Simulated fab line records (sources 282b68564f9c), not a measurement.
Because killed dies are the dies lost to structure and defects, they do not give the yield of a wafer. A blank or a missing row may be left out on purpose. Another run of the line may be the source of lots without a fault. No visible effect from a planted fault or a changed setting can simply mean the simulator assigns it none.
A struck lot beside a sound one + flow ritCmos + 22 steps out of a route of 202
Sound: wafers L759.4, L759.5, L759.6. Wafers L766.2, L766.4, L766.6 were the ones struck. The cause comes at the end.
Per side, at each step with rows, come the tool, then ch with its chambers, and then its first start. Under that, the readings that differ: sound wafers + struck wafers + difference of the means + sigmas: that difference in standard deviations of wafers without a fault.
alike: same words and numbers on both sides, and readings whose means sit less than 2 such deviations apart. not compared: any withheld reading, any reading some wafer has no value for, any bound like >300 that may hide the same value, and any number with overlapping values for which the record gives no deviation.
The two part at a step that has a row with sigmas, a row that says differs or no value, or rows on one side only. Non-overlapping numbers with no deviation appear without sigmas and do not part them. A reading missing from all wafers of one side parts the sides only when that side holds two or more wafers.

first, 2 steps without rows for these wafers: RIT_NSD_HARDBAKE_07 (time 60 s); RIT_NSD_IMPLANT_08.
RIT_NSD_STRIP_09: strips in O2, time 180 s.
  sound on plasmaAsher-04 ch 0,1, day 3 18:06; struck on plasmaAsher-01 ch 0, day 4 21:41
  alike: drypumpMotorCurrentA
  not compared: rfHoursCounterH
RIT_NSD_TW_MEAS_10:
  sound on filmMetro-03 at day 3 18:15; struck on filmMetro-03 at day 4 21:53
  alike: NSD_TW
then, 6 steps without rows for these wafers: RIT_PSD_HMDS_00 (prime time 60 s); RIT_PSD_COAT_01 (resist thk 1000 nm); RIT_PSD_SOFTBAKE_02 (time 60 s); RIT_PSD_EXPOSE_03 (exposes mask M10, target cd 40900 nm); RIT_PSD_PEB_04; RIT_PSD_DEVELOP_05 (develop time 50 s).
RIT_PSD_OVL_MEAS_06:
  sound on overlay-01 at day 3 19:16; struck on overlay-01 at day 4 22:47
  alike: PSD_OVL
then, 1 step without rows for these wafers: RIT_PSD_HARDBAKE_07 (time 60 s).
RIT_PSD_IMPLANT_08:
  sound on implanter-01 ch 0, day 3 19:31; struck on implanter-03 ch 0, day 4 22:59
| reading                       | sound                         | struck                        | difference | sigmas |
|-------------------------------|-------------------------------|-------------------------------|------------|--------|
| doseIonsCm2                   | 4.998e+15 4.996e+15 4.997e+15 | 4.478e+15 4.475e+15 4.475e+15 | -5.210e+14 | -96    |
| endStationPressureTorr (Torr) | 1.29e-05 1.2e-05 1.25e-05     | 1.65e-05 1.53e-05 1.57e-05    | +3.37e-06  | +3     |
  alike: tiltDeg
RIT_PSD_STRIP_09: strips in O2, time 180 s.
  sound on plasmaAsher-03 ch 0,1, day 3 19:39; struck on plasmaAsher-02 ch 0,1, day 4 23:07
  alike: drypumpMotorCurrentA
  not compared: rfHoursCounterH
RIT_PSD_TW_MEAS_10:
  sound on filmMetro-01 at day 3 19:48; struck on filmMetro-03 at day 4 23:18
| reading | sound          | struck         | difference | sigmas |
|---------|----------------|----------------|------------|--------|
| PSD_TW  | 3425 3403 3432 | 3339 3345 3343 | -78        | -3     |
then, 3 steps without rows for these wafers: RIT_SDANNEAL_CLEAN_00 (cleans in SC1, time 600 s); RIT_SDANNEAL_CLEAN_01 (cleans in dHF, time 30 s); RIT_SDANNEAL_CLEAN_02 (cleans in SC2, time 600 s).
RIT_SDANNEAL_RTA_03: time 5 s.
  sound on rtpAnneal-01 ch 0, day 3 20:37; struck on rtpAnneal-01 ch 0, day 4 23:56
  alike: rampUpCPerS, wafer_temp_C_max
RIT_SDANNEAL_RS_MEAS_04: measures by four-point-probe.
  sound on filmMetro-03 at day 3 20:41; struck on filmMetro-01 at day 5 00:00
| reading         | sound             | struck            | difference | sigmas |
|-----------------|-------------------|-------------------|------------|--------|
| PSD_RS (ohm/sq) | 115.6 115.6 116.0 | 117.8 117.8 117.7 | +2.0       | +6     |
RIT_SDANNEAL_RS_MEAS_05: measures by four-point-probe.
  sound on filmMetro-03 at day 3 20:49; struck on filmMetro-01 at day 5 00:07
  alike: NSD_RS
RIT_M1_PROBE_99:
  sound on prober-02 at day 4 04:02; struck on prober-02 at day 5 07:38
  alike: killedAtFrontEnd, killedDies, killedOpen, killedShort
  not compared: model.etest.contactPplus.endOhmUm

WHERE THEY PART
First at RIT_PSD_IMPLANT_08; last, within this record, at RIT_SDANNEAL_RS_MEAS_04. Later steps at which nothing parts them and some readings are alike: RIT_SDANNEAL_RS_MEAS_05, RIT_M1_PROBE_99.

WHY: the cause the simulator had injected
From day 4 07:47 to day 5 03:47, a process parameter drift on implanter-03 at RIT_PSD_IMPLANT_08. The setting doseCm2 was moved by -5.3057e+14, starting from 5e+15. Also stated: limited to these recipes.
